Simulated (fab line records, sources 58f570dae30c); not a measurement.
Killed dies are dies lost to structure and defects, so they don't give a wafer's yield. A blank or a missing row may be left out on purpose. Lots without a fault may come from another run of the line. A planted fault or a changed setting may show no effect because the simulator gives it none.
One fault seen from 2 desks | flow berkeley_cmos170 | each desk has only its own numbers; what lay behind them comes last

THE METROLOGY DESK
What the gauges read, lot by lot, whatever tool the lot ran on: means of the sampled wafers that have a number. A lot is out of limits, marked OUT, if its mean lies more than 4 standard deviations from the usual mean; the brackets give that distance.
Columns: A = NVT_TW at UCB170_NVT_TW_MEAS_09, usual 519; B = M2_OVL at UCB170_M2_OVL_MEAS_16, usual 5 nm
lot  | first seen here | A              | B
L758 | day 6 18:49     | 515            | -3
L759 | day 6 19:04     | 527            | 11
L763 | day 7 09:10     | 514            | 10
L764 | day 7 09:28     | 524            | -1
L766 | day 8 15:34     | 517            | 1
L772 | day 8 22:36     | 517            | 3
L768 | day 8 22:51     | 517            | 12
L770 | day 8 23:07     | 516            | 3
L767 | day 8 23:25     | 524            | 1
L771 | day 8 23:40     | 517            | 9
L774 | day 10 02:40    | 515            | 9
L775 | day 10 02:58    | 547 (+7.5) OUT | 5
L780 | day 10 18:43    | 539 (+5.2) OUT | 6
L781 | day 11 01:26    | 521            | 6
This desk's finding: out of limits on L775, L780; first on L775, day 10 02:58 (NVT_TW at UCB170_NVT_TW_MEAS_09). In limits: L758, L759, L763, L764, L766, L772, L768, L770, L767, L771, L774, L781.

THE TOOL OWNER'S DESK: implanter-03
The tool's own readings at UCB170_NVT_IMPLANT_07: means of the sampled wafers that have a number, for each lot that ran on this tool. A lot is out of limits, marked OUT, if its mean lies more than 4 standard deviations from the usual mean; the brackets give that distance.
Columns: A = dose_ions_cm2 at UCB170_NVT_IMPLANT_07, usual 3.001e+12; B = faraday_current_uA at UCB170_NVT_IMPLANT_07, usual 9.49
lot  | first seen here | A                           | B
L759 | day 6 18:50     | 2.998e+12                   | 9.48
L772 | day 8 22:23     | 3.002e+12                   | 9.49
L771 | day 8 23:25     | 3.001e+12                   | 9.30
L775 | day 10 02:41    | 3.483e+12 (+99 or more) OUT | 10.97 (+7.8) OUT
L780 | day 10 18:29    | 3.480e+12 (+99 or more) OUT | 10.88 (+7.3) OUT
This desk's finding: out of limits on L775, L780; first on L775, day 10 02:41 (dose_ions_cm2 at UCB170_NVT_IMPLANT_07). In limits: L759, L772, L771.

PUT TOGETHER
The tool owner's desk could have raised an alarm at day 10 02:41, on L775, L780.
The metrology desk could have raised an alarm at day 10 02:58, on L775, L780.
Of the lots named, all ran UCB170_NVT_IMPLANT_07 on implanter-03.

WHAT THE SIMULATOR HAD PUT IN
Process parameter drift: implanter-03, from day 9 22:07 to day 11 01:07, at UCB170_NVT_IMPLANT_07. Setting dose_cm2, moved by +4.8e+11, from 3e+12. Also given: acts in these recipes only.
Lots struck among those shown: L775, L780.
Hours from the fault's start to each desk's first reading out of limits: the tool owner's desk, 5; the metrology desk, 5.
